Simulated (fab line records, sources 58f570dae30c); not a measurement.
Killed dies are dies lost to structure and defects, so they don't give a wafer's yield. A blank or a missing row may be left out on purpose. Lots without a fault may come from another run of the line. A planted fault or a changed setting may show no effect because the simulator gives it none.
One fault seen from 2 desks | flow berkeley_cmos170 | each desk has only its own numbers; what lay behind them comes last

THE TOOL OWNER'S DESK: implanter-02
The tool's own readings at UCB170_PWELL_IMPLANT_15: means of the sampled wafers that have a number, for each lot that ran on this tool. A lot is out of limits, marked OUT, if its mean lies more than 4 standard deviations from the usual mean; the brackets give that distance.
Columns: A = dose_ions_cm2 at UCB170_PWELL_IMPLANT_15, usual 4.999e+12; B = faraday_current_uA at UCB170_PWELL_IMPLANT_15, usual 15.9
lot  | first seen here | A                           | B
L630 | day 4 02:05     | 4.995e+12                   | 16.0
L633 | day 4 08:25     | 5.006e+12                   | 15.9
L634 | day 4 19:11     | 4.999e+12                   | 15.4
L637 | day 5 09:30     | 4.998e+12                   | 15.7
L648 | day 7 17:37     | 3.350e+12 (-99 or more) OUT | 10.3 (-16) OUT
L649 | day 8 10:09     | 3.346e+12 (-99 or more) OUT | 10.4 (-16) OUT
This desk's finding: out of limits on L648, L649; first on L648, day 7 17:37 (dose_ions_cm2 at UCB170_PWELL_IMPLANT_15). In limits: L630, L633, L634, L637.

THE METROLOGY DESK
What the gauges read, lot by lot, whatever tool the lot ran on: means of the sampled wafers that have a number. A lot is out of limits, marked OUT, if its mean lies more than 4 standard deviations from the usual mean; the brackets give that distance.
Columns: A = START_OXIDE_THK at UCB170_START_THK_MEAS_03, usual 20.0 nm; B = PWELL_TW at UCB170_PWELL_TW_MEAS_17, usual 380.5
lot  | first seen here | A    | B
L628 | day 1 16:10     | 19.8 | 380.3
L629 | day 1 20:40     | 19.8 | 379.5
L630 | day 2 03:20     | 20.0 | 379.1
L631 | day 2 03:20     | 19.9 | 380.8
L633 | day 2 17:31     | 19.4 | 382.0
L634 | day 2 21:35     | 20.2 | 380.3
L635 | day 3 02:47     | 19.7 | 378.4
L637 | day 3 12:37     | 20.1 | 379.0
L638 | day 3 18:02     | 21.3 | 383.0
L639 | day 4 00:14     | 19.8 | 380.9
L645 | day 5 03:44     | 19.6 | 381.7
L647 | day 5 16:07     | 20.4 | 383.3
L648 | day 5 16:07     | 20.3 | 338.8 (-23) OUT
L649 | day 6 01:27     | 19.3 | 338.7 (-23) OUT
This desk's finding: out of limits on L648, L649; first on L648, day 7 17:52 (PWELL_TW at UCB170_PWELL_TW_MEAS_17). In limits: L628, L629, L630, L631, L633, L634, L635, L637, L638, L639, L645, L647.

PUT TOGETHER
The tool owner's desk could have raised an alarm at day 7 17:37, on L648, L649.
The metrology desk could have raised an alarm at day 7 17:52, on L648, L649.
Of the lots named, all ran UCB170_PWELL_IMPLANT_15 on implanter-02.

WHAT THE SIMULATOR HAD PUT IN
Process parameter drift: implanter-02, from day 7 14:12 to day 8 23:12, at UCB170_PWELL_IMPLANT_15. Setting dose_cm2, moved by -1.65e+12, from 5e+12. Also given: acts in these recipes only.
Lots struck among those shown: L648, L649.
Hours from the fault's start to each desk's first reading out of limits: the tool owner's desk, 3; the metrology desk, 4.
